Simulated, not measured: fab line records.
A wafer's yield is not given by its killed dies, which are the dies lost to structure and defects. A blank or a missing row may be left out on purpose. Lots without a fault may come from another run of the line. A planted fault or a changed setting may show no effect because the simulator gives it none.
Which of the tools did it?	flow berkeley-cmos170	15 lots, 45 wafers sampled, at 5 steps of a route of 331

WHAT THE GAUGES READ, wafer by wafer
UCB170_START_BOW_MEAS_00. Usual: INCOMING_BOW typically reads 1 um, with standard deviation 6.4.
lot	measured	on	INCOMING_BOW (um)	flag
L921	day 1 10:00	film-metro-01	-3 -9 8	
L923	day 1 20:00	film-metro-03	2 7 0	
L924	day 2 01:00	film-metro-01	-6 -5 1	
L925	day 2 06:00	film-metro-01	6 -4 0	
L926	day 2 11:00	film-metro-01	3 -6 0	
L927	day 2 16:00	film-metro-01	11 6 9	
L928	day 2 21:01	film-metro-01	8 0 7	
L929	day 3 02:01	film-metro-03	-8 8 1	
L930	day 3 07:01	film-metro-02	4 9 -4	
L931	day 3 12:04	film-metro-02	-3 3 -4	
L932	day 3 17:01	film-metro-02	-2 3 -4	
L937	day 4 18:00	film-metro-02	6 -12 -13	
L939	day 5 04:00	film-metro-01	-1 -4 -14	
L940	day 5 09:01	film-metro-03	1 2 6	
L941	day 5 14:00	film-metro-01	4 -8 -6	

UCB170_NWELL_THK_MEAS_05. Usual: NWELL_NITRIDE_THK typically reads 223.7 nm, with standard deviation 2.5.
lot	measured	on	NWELL_NITRIDE_THK (nm)	flag
L921	day 2 12:28	film-metro-04	223.0 225.6 224.1	
L923	day 3 01:11	film-metro-03	221.3 220.0 220.2	
L924	day 3 04:47	film-metro-02	224.5 223.7 225.0	
L925	day 3 04:47	film-metro-03	226.8 228.0 226.6	
L926	day 3 11:47	film-metro-03	220.5 220.2 217.9	
L927	day 3 18:19	film-metro-04	227.8 225.5 224.2	
L928	day 4 04:17	film-metro-03	222.1 221.0 221.1	
L929	day 4 04:17	film-metro-04	224.2 226.7 224.9	
L930	day 4 13:01	film-metro-04	224.0 222.2 225.0	
L931	day 4 23:29	film-metro-02	223.8 222.8 221.5	
L932	day 4 23:32	film-metro-02	223.7 224.9 224.5	
L937	day 5 22:58	film-metro-04	221.4 218.8 219.5	
L939	day 6 05:33	film-metro-04	207.1 209.6 208.5	OFF
L940	day 6 05:34	film-metro-03	211.2 209.6 210.6	OFF
L941	day 6 15:24	film-metro-04	214.8 215.5 215.0	OFF

UCB170_PVT_OVL_MEAS_06. Usual: PVT_OVL typically reads -1 nm, with standard deviation 5.
lot	measured	on	PVT_OVL (nm)	flag
L921	day 6 14:55	overlay-01	2 2 3	
L923	day 7 14:18	overlay-02	-8 3 -6	
L924	day 7 14:34	overlay-01	2 -1 -3	
L925	day 7 14:05	overlay-01	-1 0 2	
L926	day 7 15:07	overlay-01	-5 -1 -2	
L927	day 7 14:21	overlay-01	6 -2 5	
L928	day 8 06:27	overlay-01	-8 -8 -3	
L929	day 8 06:10	overlay-01	-5 -6 2	
L930	day 8 05:52	overlay-01	0 0 -8	
L931	day 9 03:34	overlay-01	-2 1 -2	
L932	day 9 03:55	overlay-01	1 -1 5	
L937	day 9 18:14	overlay-01	-10 -12 -7	
L939	day 9 19:31	overlay-01	-7 -1 -2	
L940	day 9 18:58	overlay-01	10 -1 4	
L941	day 10 10:43	overlay-02	-1 -4 -2	

TOOL THAT RAN EACH LOT (tool first, then ch and the chambers of the sampled wafers, then the start)
lot	UCB170_NWELL_CVD_04	UCB170_NWELL_ETCH_13
L921	lpcvd-02 ch 0, day 2 10:32	rie-diel-01 ch 2,3, day 2 13:24
L923	lpcvd-02 ch 0, day 2 22:17	rie-diel-02 ch 0,1,3, day 3 02:08
L924	lpcvd-01 ch 0, day 3 02:51	rie-diel-01 ch 0,2, day 3 05:59
L925	lpcvd-01 ch 0, day 3 02:51	rie-diel-03 ch 2,3, day 3 06:08
L926	lpcvd-02 ch 0, day 3 09:51	rie-diel-02 ch 0,3, day 3 13:06
L927	lpcvd-01 ch 1, day 3 16:23	rie-diel-03 ch 0,2,3, day 3 19:22
L928	lpcvd-02 ch 0, day 4 02:21	rie-diel-01 ch 1,2,3, day 4 05:28
L929	lpcvd-02 ch 1, day 4 02:21	rie-diel-03 ch 0,3, day 4 05:21
L930	lpcvd-01 ch 0, day 4 11:05	rie-diel-01 ch 1,2,3, day 4 14:02
L931	lpcvd-01 ch 1, day 4 20:34	rie-diel-01 ch 0,1, day 5 00:31
L932	lpcvd-01 ch 0, day 4 20:34	rie-diel-01 ch 2,3, day 5 01:10
L937	lpcvd-02 ch 1, day 5 21:02	rie-diel-03 ch 0,1, day 6 00:22
L939	lpcvd-02 ch 0, day 6 03:37	rie-diel-03 ch 1,2,3, day 6 06:37
L940	lpcvd-02 ch 0, day 6 03:37	rie-diel-02 ch 0,1,2, day 6 06:53
L941	lpcvd-02 ch 1, day 6 13:28	rie-diel-03 ch 0,3, day 6 16:28
- UCB170_NWELL_CVD_04: deposits Si3N4 from SiH2Cl2/NH3, target thk 224 nm, time 3360 s.
- UCB170_NWELL_ETCH_13: etches Si3N4 in CH3F/Ar/O2, stops on SiO2, target depth 246.4 nm, time 154 s.

AS READ BY THE TOOLS THEMSELVES (means over the sampled wafers that have a number; for cases with no such wafer, the mark the record gives instead)
UCB170_NWELL_CVD_04. Usual: sih2cl2-flow-sccm 24.99 sccm, standard deviation 0.072; spike-tc-centre-C 802.3 C, standard deviation 1.1; spike-tc-source-C 824.0 C, standard deviation 2.2; zone-power-source-pct 19.4 %, standard deviation 0.91.
lot	tool	sih2cl2-flow-sccm (sccm)	spike-tc-centre-C (C)	spike-tc-source-C (C)	zone-power-source-pct (%)	flag
L921	lpcvd-02	25.02	802.0	826.6	20.4	
L923	lpcvd-02	24.98	803.5	826.5	20.5	
L924	lpcvd-01	25.01	802.8	823.4	19.4	
L925	lpcvd-01	24.91	803.3	823.7	19.4	
L926	lpcvd-02	24.94	802.7	825.8	20.7	
L927	lpcvd-01	25.03	803.6	822.8	18.1	
L928	lpcvd-02	24.98	802.0	827.0	20.6	
L929	lpcvd-02	24.93	802.1	821.5	18.7	
L930	lpcvd-01	24.92	803.5	822.9	19.4	
L931	lpcvd-01	24.96	803.4	822.7	18.2	
L932	lpcvd-01	24.96	801.9	823.2	19.3	
L937	lpcvd-02	24.99	802.4	822.6	18.7	
L939	lpcvd-02	20.03	801.1	825.3	20.6	OFF
L940	lpcvd-02	20.01	800.6	827.2	20.5	OFF
L941	lpcvd-02	19.98	803.0	821.5	18.7	OFF

UCB170_NWELL_ETCH_13. Usual: O2_flow_sccm 7.000 sccm, standard deviation 0.02; drypump-motor-current-A 5.6 A, standard deviation 0.39; oes-product-au 0.942 a.u., standard deviation 0.016; throttle-valve-pct 8.14 %, standard deviation 0.14.
lot	tool	O2_flow_sccm (sccm)	drypump-motor-current-A (A)	oes-product-au (a.u.)	throttle-valve-pct (%)	flag
L921	rie-diel-01	7.010	5.5	0.930	8.11	
L923	rie-diel-02	7.004	5.7	0.937	8.08	
L924	rie-diel-01	6.979	5.6	0.937	8.20	
L925	rie-diel-03	7.004	5.3	0.948	8.27	
L926	rie-diel-02	6.987	5.4	0.922	8.10	
L927	rie-diel-03	7.035	5.5	0.955	8.18	
L928	rie-diel-01	6.992	5.5	0.942	8.11	
L929	rie-diel-03	6.979	6.0	0.966	8.17	
L930	rie-diel-01	6.986	5.4	0.943	8.10	
L931	rie-diel-01	7.025	5.5	0.945	8.07	
L932	rie-diel-01	6.990	5.5	0.941	8.23	
L937	rie-diel-03	7.005	5.7	0.925	8.16	
L939	rie-diel-03	7.006	5.6	0.898	8.24	
L940	rie-diel-02	6.991	5.6	0.906	8.03	
L941	rie-diel-03	6.985	5.8	0.922	8.10	

THE ANSWER, worked out from the rows above alone
Rule: a lot counts as off when the mean over its wafers that have a number is more than 3 standard deviations away from the usual mean. Also off: a lot with no number at a reading for which 4 or more lots have one. Where the step has rows for the other lots, those lots are counted as sound. Order of review: gauges by route order, followed by the tools' own readings, for which a lot's mean as printed above is used. The first step at which some lot is off is used, and at that step the reading that is off furthest; a lot without a number counts as furthest.
Off: L939, L940, L941, seen at UCB170_NWELL_THK_MEAS_05 (NWELL_NITRIDE_THK).
If a tool, at a process step before that reading, ran all the lots that are off and no sound lot after the first of them, it fits. Not tried: the gauges at UCB170_NWELL_THK_MEAS_05; whatever is off there is also off at UCB170_NWELL_CVD_04, on other tools, and gauge error can't account for it. One candidate fits, namely lpcvd-02 at UCB170_NWELL_CVD_04. A fault onset in the window from L937 (day 5 21:02, its last sound lot) to L939 (day 6 03:37, its first lot off) fits.
On the lots that are off, the tool's own readings at UCB170_NWELL_CVD_04 differ by more than 5 times the standard deviation of the sound lots' means, which bears it out; sih2cl2-flow-sccm reads 20.01 sccm there versus 24.97 sccm on the sound lots.

WHAT THE SIMULATOR PUT IN
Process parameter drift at UCB170_NWELL_CVD_04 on lpcvd-02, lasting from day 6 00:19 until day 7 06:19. From 25, the setting sih2cl2-flow-sccm moved by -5. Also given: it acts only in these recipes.
Lots struck among those shown: L939, L940, L941. The rule above found the same.
